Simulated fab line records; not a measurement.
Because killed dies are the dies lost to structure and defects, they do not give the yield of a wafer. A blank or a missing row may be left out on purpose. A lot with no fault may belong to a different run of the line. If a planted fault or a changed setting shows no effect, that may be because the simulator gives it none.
Problem report, 8D (eight disciplines) form, completed by code ; flow rit cmos ; the parts of the form that need people (team, actions taken, sign-off) are left out

1. THE PROBLEM
Wafers without a fault read 170.01, standard deviation 0.063; beam energy keV at RIT_PWELL_IMPLANT_08 reads a mean of 160.62 on 6 wafers belonging to 2 lots. That is -99 or more standard deviations from the usual mean.
First observed at day 5 14:27: wafer L744.2, on implanter-04. At this step, 18 wafers from 6 lots have a number in the record. Rule for "out", or "out of limits": more than 4 standard deviations from the usual mean. All remaining wafers that have a number are taken as sound.

2. WHAT IT IS, WHAT IT ISN'T
question;is;is not
which readings at this step;beam energy keV;-
which lots;L744, L745;L729, L733, L734, L749
which wafers of those lots;all that have a number;-
read on which tools;implanter-04;implanter-01
when;from day 5 14:27;"up to then (9 sound wafers); but 3 sound wafers of L749 came after"

3. WHAT RULES OUT EACH SUSPECT
Counting: a tool at a process step up to the reading stays a suspect if it ran every lot that is out and no sound lot after the first of them.
- plasma asher-02 at RIT_NWELL_STRIP_09 (strips in O2, time 180 s): kept. It ran every lot that is out, first L744 (day 5 12:54), and no sound lot after that; its last sound lot up to then is L733 (day 3 02:48).
- implanter-04 at RIT_PWELL_IMPLANT_08: kept. It ran every lot that is out, first L744 (day 5 14:27), and no sound lot after that; its last sound lot up to then is L733 (day 3 04:11). Out on those wafers are its own readings of beam energy keV.
Left after counting: plasma asher-02 at RIT_NWELL_STRIP_09, implanter-04 at RIT_PWELL_IMPLANT_08.

4. THE CAUSE (what the simulator had put in)
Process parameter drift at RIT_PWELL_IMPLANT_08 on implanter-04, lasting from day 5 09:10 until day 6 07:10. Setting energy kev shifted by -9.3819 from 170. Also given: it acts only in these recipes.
2 suspects survive the count, and this tool is in that group.

5. THE EFFECT CHAIN, in route order
Rows list readings where the struck wafers' mean (over those with a number) sits beyond 3 standard deviations from the usual. Scope: only readings with a usual standard deviation given in the record; hours: median across lots of the time from each lot's start at the first step in this table that gives one to its start at this step; sigmas: change in usual standard deviations.
hours;step;reading;usual;on struck wafers;change;sigmas
0;RIT_PWELL_IMPLANT_08;beam energy keV;170.01;160.62;-9.38;-99 or more
The process steps in it:
- RIT_PWELL_IMPLANT_08

6. HOW IT WOULD HAVE BEEN CAUGHT EARLIER
The fault began at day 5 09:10; the first out-of-limits reading in this record came at day 5 14:27, 5 hours later.
